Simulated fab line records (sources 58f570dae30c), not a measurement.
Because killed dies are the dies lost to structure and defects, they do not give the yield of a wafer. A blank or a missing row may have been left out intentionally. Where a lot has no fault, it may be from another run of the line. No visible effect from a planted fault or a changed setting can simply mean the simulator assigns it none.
Lot-split experiment	flow berkeleyCmos170	on a route of 331 steps: 5 lots, 23 wafers read

== ABOUT THE SPLIT ==
At UCB170_SCREENOX_OXIDATION_01 (target thk 14.4 nm, ox time 2400 s), the setting oxTimeS was moved away from the recipe's 2400 s on 20 of the 23 wafers read, by -14.3% to +12.0%. All remaining wafers had this setting at the recipe value.

The file shows no step between the split and the reading.

== THE READING ==
SCREENOX_OXIDE_THK at UCB170_SCREENOX_THK_MEAS_02, in nm. A value of 14.24 nm with a standard deviation of 0.29 nm is what fault-free wafers of this fab line usually give.

wafer	tool, chamber at the split	oxTimeS as run, s	against the recipe	SCREENOX_OXIDE_THK, nm	against lot-mates on the recipe
L075.3	furnace-04, 0	2400	recipe	14.10	-
L075.4	furnace-04, 0	2400	recipe	14.20	-
L075.6	furnace-04, 0	2400	recipe	14.15	-
L078.1	-, -	2056	-14.3%	12.49	no lot-mate on the recipe
L078.2	-, -	2056	-14.3%	12.36	no lot-mate on the recipe
L078.3	-, -	2056	-14.3%	12.61	no lot-mate on the recipe
L078.4	-, -	2056	-14.3%	12.46	no lot-mate on the recipe
L078.6	-, -	2056	-14.3%	12.52	no lot-mate on the recipe
L080.1	-, -	2688	+12.0%	15.73	no lot-mate on the recipe
L080.2	-, -	2688	+12.0%	15.75	no lot-mate on the recipe
L080.4	-, -	2688	+12.0%	15.52	no lot-mate on the recipe
L080.5	-, -	2688	+12.0%	15.56	no lot-mate on the recipe
L080.6	-, -	2688	+12.0%	15.63	no lot-mate on the recipe
L076.2	-, -	2650	+10.4%	14.89	no lot-mate on the recipe
L076.3	-, -	2650	+10.4%	15.08	no lot-mate on the recipe
L076.4	-, -	2650	+10.4%	15.21	no lot-mate on the recipe
L076.5	-, -	2650	+10.4%	15.16	no lot-mate on the recipe
L076.6	-, -	2650	+10.4%	15.17	no lot-mate on the recipe
L083.1	-, -	2303	-4.0%	13.95	no lot-mate on the recipe
L083.2	-, -	2303	-4.0%	14.07	no lot-mate on the recipe
L083.4	-, -	2303	-4.0%	13.85	no lot-mate on the recipe
L083.5	-, -	2303	-4.0%	14.00	no lot-mate on the recipe
L083.6	-, -	2303	-4.0%	13.95	no lot-mate on the recipe

THE FIT
A straight line over all 23 wafers: SCREENOX_OXIDE_THK changes by +0.11 nm for each +1% of oxTimeS; r = +0.99; the points scatter about the line by 0.2 nm.
Too few moved wafers with a lot-mate on the recipe to fit a line net of each lot's own level.

== THE WHOLE CHAIN: every reading that the file lists as answering this split, in the file's order ==
step	what it does	reading	change (the file's fit)	r (the file's)
UCB170_SCREENOX_OXIDATION_01	target thk 14.4 nm, ox time 2400 s	SiO2_of_SCREENOX_OXIDATION_01.thkNm (the simulator's own value, which no gauge read)	+0.11 nm for each +1% of the setting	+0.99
UCB170_SCREENOX_THK_MEAS_02		SCREENOX_OXIDE_THK	+0.11 for each +1% of the setting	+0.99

== FILE'S OWN FIT ==
SCREENOX_OXIDE_THK changes by +0.11 nm for each +1% of oxTimeS, r = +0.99.
